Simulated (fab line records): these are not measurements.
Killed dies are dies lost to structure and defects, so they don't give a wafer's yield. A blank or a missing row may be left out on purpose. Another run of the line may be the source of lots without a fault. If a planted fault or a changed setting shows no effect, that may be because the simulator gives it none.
A struck lot beside a sound one -- flow ritCmos -- 15 out of 202 route steps
Sound: wafers L727.1, L727.3, L727.6. Struck: wafer L736.4 (left out: L736.2, L736.3 of the same lot, which were not struck); the cause appears at the end.
At each step with rows: each side's tool, then ch and its chambers, then its first start. Under that, the readings that differ: sound wafers -- struck wafers -- difference of the means -- sigmas: that difference in standard deviations of wafers without a fault.
alike: same words and numbers on both sides, and readings whose means sit less than 2 such deviations apart. not compared: any withheld reading, any reading some wafer has no value for, any bound like >300 that may hide the same value, and any number with overlapping values for which the record gives no deviation.
A row with sigmas, a row that says differs or no value, or rows on one side alone: a step with any of these is where the two part. Numbers that don't overlap but have no deviation are shown without sigmas and don't part them. A reading that every wafer of one side lacks parts them only if that side has two wafers or more.

RIT_GATE_THK_MEAS_07:
  sound: filmMetro-01 at day 3 21:55; struck: filmMetro-01 at day 5 17:01
  alike: GATE_OXIDE_THK
then, 1 step without rows for these wafers: RIT_GATE_CVD_08 (deposits poly-Si from SiH4, target thk 250 nm, time 2220 s).
RIT_GATE_THK_MEAS_09:
  sound: filmMetro-04 at day 3 23:36; struck: filmMetro-04 at day 5 18:50
  alike: GATE_POLY_THK
then, 6 steps without rows for these wafers: RIT_GATE_HMDS_10 (prime time 60 s); RIT_GATE_COAT_11 (resist thk 850 nm); RIT_GATE_SOFTBAKE_12 (time 60 s); RIT_GATE_EXPOSE_13 (exposes mask M6, target cd 150 nm); RIT_GATE_PEB_14; RIT_GATE_DEVELOP_15 (develop time 50 s).
RIT_GATE_CD_MEAS_16 targets a cd of 150 nm.
  sound: cdSem-02 at day 4 00:38; struck: cdSem-01 at day 5 19:53
  alike: cdNm
RIT_GATE_OVL_MEAS_17:
  sound: overlay-01 at day 4 00:46; struck: overlay-01 at day 5 19:59
  alike: GATE_OVL
then, 1 step without rows for these wafers: RIT_GATE_HARDBAKE_18 (time 60 s).
RIT_GATE_ETCH_19: etches poly-Si in SF6/CHF3/O2, stops on SiO2, time 165 s, target depth 312.5 nm.
  sound on rieSi-02 ch 1,2,3, day 4 00:56; struck on rieSi-01 ch 2, day 5 20:11
reading,sound,struck,difference,sigmas
oesProductAu (a.u.),0.857 0.854 0.854,0.879,+0.024,+3
overEtchFrac,0.25 0.25 0.25,0.22192,-0.02808,
  alike: CHF3_flow_sccm, drypumpMotorCurrentA, throttleValvePct
  not compared: rfHoursCounterH
RIT_GATE_STRIP_20: strips in O2, time 180 s.
  sound on plasmaAsher-02 ch 0,1, day 4 01:03; struck on plasmaAsher-02 ch 0, day 5 20:17
  alike: drypumpMotorCurrentA
  not compared: rfHoursCounterH
RIT_M1_PROBE_99:
  sound: prober-01 at day 4 20:41; struck: prober-01 at day 6 17:37
reading,sound,struck,difference,sigmas
killedAtFrontEnd,8 3 5,13,+8,+3
killedDies,8 3 5,13,+8,+3
killedOnRim,1 1 1,6,+5,+4
killedOpen,5 0 3,7,+4,+3
model.etest.polyCombOverSteps.leakLog10AUm,-12.99 -12.72 -12.81,-11.48,+1.36,
  alike: killedShort

## WHERE THEY PART
First at RIT_GATE_ETCH_19; last, within this record, at RIT_M1_PROBE_99.

WHY: what had been put in by the simulator
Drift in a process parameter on rieSi-01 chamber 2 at RIT_GATE_ETCH_19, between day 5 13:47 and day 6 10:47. Setting overEtchFrac, moved by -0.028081, from 0.25.
